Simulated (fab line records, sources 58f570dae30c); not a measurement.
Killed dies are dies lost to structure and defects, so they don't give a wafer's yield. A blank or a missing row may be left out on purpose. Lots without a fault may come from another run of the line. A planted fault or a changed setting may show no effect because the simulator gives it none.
Problem report in the 8D (eight disciplines) form, filled by code | flow berkeley_cmos170 | the parts of the form that need people (team, actions taken, sign-off) are left out

1. THE PROBLEM
bias_w at UCB170_M2_METAL_ETCH_18 reads a mean of 142.9 W on 3 wafers of 2 lots; wafers without a fault read 120.0 W with a standard deviation of 0.36. That is +64 standard deviations from the usual mean.
The step: etches Al in Cl2/BCl3, stops on SiO2, target depth 1170 nm, time 195 s.
First seen on wafer L777.1, day 12 11:20, on rie_metal-03. The record holds 18 wafers of 6 lots with a number at this step. Rule for "out", or "out of limits": more than 4 standard deviations from the usual mean. The other wafers with a number count as sound.

2. WHAT IT IS AND WHAT IT IS NOT
question                    | is                     | is not
which readings at this step | bias_w                 | drypump_motor_current_A, throttle_valve_pct
which lots                  | L777, L778             | L764, L771, L776, L780
which wafers of those lots  | L777.1, L777.4, L778.1 | L777.6, L778.2, L778.5
read on which tools         | rie_metal-03           | rie_metal-04
when                        | from day 12 11:20      | up to then (10 sound wafers); but 5 sound wafers of L778, L780 came after

3. SUSPECTS, AND WHAT RULES EACH OUT
Counting: a tool at a process step up to the reading stays a suspect if it ran every lot that is out. Sound lots after the first of them don't rule it out here, since some wafers of a struck lot are sound.
- plasma_asher-01 at UCB170_M2_STRIP_07 (strips in O2): kept. It ran every lot that is out, first L777 (day 12 09:44).
- rie_metal-03 at UCB170_M2_METAL_ETCH_18 (etches Al in Cl2/BCl3, stops on SiO2, target depth 1170 nm, time 195 s): kept. It ran every lot that is out, first L777 (day 12 11:20); its last sound lot up to then is L771 (day 11 14:10). Its own readings are out on those wafers: bias_w.
- Within rie_metal-03 at UCB170_M2_METAL_ETCH_18: the wafers that are out ran in chamber 1; their sound lot-mates ran in chamber 0.
Left after counting: plasma_asher-01 at UCB170_M2_STRIP_07, rie_metal-03 at UCB170_M2_METAL_ETCH_18.

4. THE CAUSE (what the simulator had put in)
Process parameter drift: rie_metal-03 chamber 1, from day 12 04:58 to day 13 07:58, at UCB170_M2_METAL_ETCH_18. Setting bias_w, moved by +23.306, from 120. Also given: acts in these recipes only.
Counting left 2 suspects, and this tool is among them.

5. THE CHAIN OF EFFECTS, in route order
Each row: a reading whose mean over the struck wafers that have a number lies more than 3 standard deviations from the usual. Only readings for which the record gives a usual standard deviation are gone through. hours: the time from each lot's start at the first step in this table that gives one to its start at this step, as a median over the lots. sigmas: the change in usual standard deviations.
hours | step                    | reading | usual   | on struck wafers | change | sigmas
0     | UCB170_M2_METAL_ETCH_18 | bias_w  | 120.0 W | 142.9            | +22.9  | +64
The process steps in it:
- UCB170_M2_METAL_ETCH_18: etches Al in Cl2/BCl3, stops on SiO2, target depth 1170 nm, time 195 s.
Later measuring or inspecting steps at which every struck wafer that the step has a row for has a number for every such reading, and none has moved that far: UCB170_M2_CD_MEAS_90.

6. WHAT WOULD HAVE CAUGHT IT SOONER
In this record the first reading out of limits was taken at day 12 11:20, 6 hours after the fault began at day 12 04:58.
